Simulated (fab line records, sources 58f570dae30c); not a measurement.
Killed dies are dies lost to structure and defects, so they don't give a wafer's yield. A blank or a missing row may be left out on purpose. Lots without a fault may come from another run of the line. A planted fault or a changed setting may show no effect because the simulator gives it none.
Which tool did it? | flow berkeley_cmos170 | 7 lots, 21 wafers sampled, at 4 steps of a route of 331

WHAT THE GAUGES READ, wafer by wafer
UCB170_V2_THK_MEAS_04.
lot  | measured     | on            | V2_POLISHED_THK (nm)
L161 | day 7 14:58  | film_metro-01 | 1000.5 1000.5 999.6
L165 | day 8 16:01  | film_metro-01 | 997.2 1000.5 999.3
L169 | day 10 07:10 | film_metro-01 | 998.7 1000.7 1000.9
L173 | day 10 10:40 | film_metro-02 | 999.6 1001.4 998.9
L178 | day 11 10:49 | film_metro-01 | 973.4 973.8 973.0
L176 | day 11 13:34 | film_metro-04 | 975.0 973.0 973.7
L180 | day 12 03:28 | film_metro-02 | 1001.4 1000.2 1000.1

WHICH TOOL RAN EACH LOT (tool, then ch and the chambers of the sampled wafers, then the start)
lot  | UCB170_V1_CVD_00                | UCB170_V2_CVD_00               | UCB170_V2_CMP_02
L161 | pecvd-04 ch 0,1, day 7 08:56    | pecvd-04 ch 0,1,2, day 7 14:19 | cmp-01 ch 1,2, day 7 14:35
L165 | pecvd-01 ch 0,1,2, day 8 09:11  | pecvd-02 ch 0,1,2, day 8 15:22 | cmp-02 ch 0,2,3, day 8 15:44
L169 | pecvd-01 ch 0,1,2, day 9 23:58  | pecvd-02 ch 1,2, day 10 06:32  | cmp-01 ch 0,1,2, day 10 06:50
L173 | pecvd-03 ch 0,1, day 10 02:49   | pecvd-04 ch 0,1, day 10 10:02  | cmp-01 ch 2,3, day 10 10:15
L178 | pecvd-04 ch 0,1,2, day 11 05:03 | pecvd-02 ch 0,2, day 11 10:11  | cmp-01 ch 1,2,3, day 11 10:23
L176 | pecvd-01 ch 0,1,2, day 11 05:12 | pecvd-02 ch 0,1, day 11 12:56  | cmp-01 ch 1,2,3, day 11 13:14
L180 | pecvd-01 ch 0,2, day 11 17:24   | pecvd-04 ch 0,1, day 12 02:49  | cmp-02 ch 0,2, day 12 03:05
- UCB170_V1_CVD_00: deposits SiO2 from TEOS/O2, target thk 2000 nm, time 250 s.
- UCB170_V2_CVD_00: deposits SiO2 from TEOS/O2, target thk 2000 nm, time 250 s.
- UCB170_V2_CMP_02: polishes SiO2.

THE ANSWER, worked out from the rows above alone
Rule: what is usual is taken from the lots themselves. Put in order of their means at a reading, lots are off if they are a third of the lots or fewer, leave a main group of 4 or more, and stand apart from it by a gap of 3 or more times the standard deviation of the main group's means; of several such gaps the widest counts. A main group whose means are all the same, to the digits that the tables above print for the reading, isn't used. A lot without any number at a reading at which 4 lots or more have one is off too. The other lots that the step has rows for count as sound.
Off: L178, L176, at UCB170_V2_THK_MEAS_04 (V2_POLISHED_THK). The main group: mean 1000.0 nm, standard deviation 0.52.
A tool fits if, at a process step before that reading, it ran every lot that is off, and no sound lot after the first of them. The gauges at UCB170_V2_THK_MEAS_04 are tried like those tools. Can't be told from this: 2 tools fit, pecvd-02 at UCB170_V2_CVD_00, cmp-01 at UCB170_V2_CMP_02.

WHAT THE SIMULATOR HAD PUT IN
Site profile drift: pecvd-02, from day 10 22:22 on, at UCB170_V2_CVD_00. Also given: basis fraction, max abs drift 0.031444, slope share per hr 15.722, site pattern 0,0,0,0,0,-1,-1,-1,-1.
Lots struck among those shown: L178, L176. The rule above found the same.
